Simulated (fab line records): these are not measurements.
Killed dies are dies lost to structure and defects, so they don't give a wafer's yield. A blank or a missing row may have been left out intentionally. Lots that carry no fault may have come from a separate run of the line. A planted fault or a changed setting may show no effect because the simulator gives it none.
Which tool is to blame?	flow rit-cmos	Sampling: 14 lots, 42 wafers, 2 of 202 route steps

WHAT EACH GAUGE READ, for each wafer
The record holds no reading of a measuring or inspecting step that can be judged against a usual standard deviation.

WHICH TOOL RAN EACH LOT (tool, then ch and the chambers of the sampled wafers, then the start)
lot	RIT_M1_METAL_ETCH_12	RIT_M1_PROBE_99
L912	rie-metal-01 ch 0,1, day 3 16:31	prober-01, day 3 18:55
L914	rie-metal-02 ch 0,1, day 3 23:40	prober-01, day 4 03:07
L915	rie-metal-01 ch 0,1, day 4 03:26	prober-02, day 4 05:44
L916	rie-metal-04 ch 0,1, day 4 09:44	prober-02, day 4 12:02
L918	rie-metal-01 ch 0,1, day 4 17:22	prober-02, day 4 19:38
L919	rie-metal-04 ch 0,1, day 4 23:17	prober-01, day 5 01:32
L920	rie-metal-02 ch 0,1, day 5 05:52	prober-01, day 5 08:07
L921	rie-metal-01 ch 0,1, day 5 09:04	prober-02, day 5 12:40
L925	rie-metal-04 ch 0,1, day 6 06:44	prober-02, day 6 09:00
L926	rie-metal-02 ch 1, day 6 10:40	prober-01, day 6 13:20
L927	rie-metal-01 ch 0,1, day 6 14:37	prober-02, day 6 16:52
L929	rie-metal-01 ch 0,1, day 7 02:07	prober-02, day 7 04:32
L932	rie-metal-04 ch 0,1, day 7 15:15	prober-01, day 7 17:35
L933	rie-metal-02 ch 0,1, day 7 20:56	prober-02, day 7 23:14
- RIT_M1_METAL_ETCH_12: etches Al in Cl2/BCl3, stops on SiO2, time 165 s, target depth 600 nm.
- RIT_M1_PROBE_99

WHAT THE TOOLS THEMSELVES READ (means of the sampled wafers that have a number; where no wafer has one, the mark that the record gives instead)
RIT_M1_METAL_ETCH_12. Usual: drypump-motor-current-A 5.51 A, standard deviation 0.27; oes-product-au 0.784 a.u., standard deviation 0.014; throttle-valve-pct 8.14 %, standard deviation 0.11.
lot	tool	drypump-motor-current-A (A)	oes-product-au (a.u.)	throttle-valve-pct (%)	flag
L912	rie-metal-01	5.66	0.773	8.26	
L914	rie-metal-02	5.59	0.770	8.13	
L915	rie-metal-01	5.46	0.794	8.19	
L916	rie-metal-04	5.16	0.781	8.08	
L918	rie-metal-01	5.47	0.792	8.19	
L919	rie-metal-04	5.16	0.783	8.08	
L920	rie-metal-02	5.62	0.786	8.05	
L921	rie-metal-01	5.63	0.786	8.24	
L925	rie-metal-04	5.16	0.782	8.08	
L926	rie-metal-02	5.66	0.785	7.98	
L927	rie-metal-01	5.47	0.728	8.20	OFF
L929	rie-metal-01	5.47	0.724	8.19	OFF
L932	rie-metal-04	5.39	0.783	8.12	
L933	rie-metal-02	5.62	0.786	8.07	

RIT_M1_PROBE_99. Usual: defect-limited-yield 97.6 %, standard deviation 1.1; killed-at-contacts 0.1, standard deviation 0.27; killed-at-front-end 6.1, standard deviation 2.9; killed-dies 6.2, standard deviation 2.9; killed-open 3.2, standard deviation 1.9; killed-short 3, standard deviation 1.9; sort_bin_3_pad_short 0.1 %, standard deviation 0.2; sort_bin_5_function 1.3 %, standard deviation 0.77; sort_bin_6_memory 0.9 %, standard deviation 0.64; sort-n-pass 257.8, standard deviation 2.9; sort-yield-pct 97.6 %, standard deviation 1.1.
lot	tool	defect-limited-yield (%)	killed-at-contacts	killed-at-front-end	killed-dies	killed-open	killed-short	sort_bin_3_pad_short (%)	sort_bin_5_function (%)	sort_bin_6_memory (%)	sort-n-pass	sort-yield-pct (%)	flag
L912	prober-01	97.8	0.0	5.7	5.7	2.7	3	0.1	1.3	0.8	258.3	97.8	
L914	prober-01	96.1	0.3	10.0	10.3	5.7	5	0.0	1.8	2.2	253.7	96.1	
L915	prober-02	97.9	0.0	5.7	5.7	3.3	2	0.0	1.6	0.5	258.3	97.9	
L916	prober-02	98.8	0.0	3.0	3.0	1.0	2	0.1	0.5	0.5	261.0	98.8	
L918	prober-02	97.4	0.0	7.0	7.0	4.0	3	0.0	1.4	1.3	257.0	97.4	
L919	prober-01	98.3	0.0	4.3	4.3	2.3	2	0.1	1.2	0.4	259.7	98.3	
L920	prober-01	97.7	0.0	6.0	6.0	3.7	2	0.1	1.6	0.5	258.0	97.7	
L921	prober-02	97.2	0.0	7.3	7.3	4.3	3	0.0	2.0	0.8	256.7	97.2	
L925	prober-02	98.2	0.3	4.3	4.7	2.7	2	0.0	1.4	0.4	259.3	98.2	
L926	prober-01	97.3	0.0	7.0	7.0	2.3	5	0.1	1.7	0.9	257.0	97.3	
L927	prober-02	97.5	0.3	6.3	6.7	2.7	4	0.3	0.9	1.4	257.3	97.5	
L929	prober-02	97.9	0.0	5.3	5.3	2.7	3	0.0	0.9	1.1	258.7	97.9	
L932	prober-01	96.6	0.0	9.0	9.0	3.3	6	0.4	1.6	1.4	255.0	96.6	
L933	prober-02	97.5	0.3	6.3	6.7	4.3	2	0.1	1.0	1.4	257.3	97.5	

THE ANSWER, worked out from the rows above alone
Rule: a lot counts as off when the mean over its wafers that have a number is more than 3 standard deviations away from the usual mean. A lot without any number at a reading at which 4 lots or more have one is off too. Where the step has rows for the other lots, those lots are counted as sound. Order of review: gauges by route order, followed by the tools' own readings, for which a lot's mean as printed above is used. The first step at which some lot is off is used, and at that step the reading that is off furthest; a lot without a number counts as furthest.
Off: L927, L929 (RIT_M1_METAL_ETCH_12, oes-product-au).
If a tool, at that step or one of the process steps before it, ran each lot that is off and ran no sound lot following the first of them, it fits. One candidate fits, namely rie-metal-01 at RIT_M1_METAL_ETCH_12. A fault onset in the window from L921 (day 5 09:04, its last sound lot) to L927 (day 6 14:37, its first lot off) fits.
On the lots that are off, the tool's own readings at RIT_M1_METAL_ETCH_12 differ by more than 5 times the standard deviation of the sound lots' means, which bears it out; oes-product-au reads 0.726 a.u. there versus 0.783 a.u. on the sound lots.

WHAT THE SIMULATOR HAD INSERTED
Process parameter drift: rie-metal-01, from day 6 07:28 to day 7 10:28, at RIT_M1_METAL_ETCH_12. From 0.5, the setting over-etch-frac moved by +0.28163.
Struck lots among those shown: L927, L929. Same finding as the rule above.
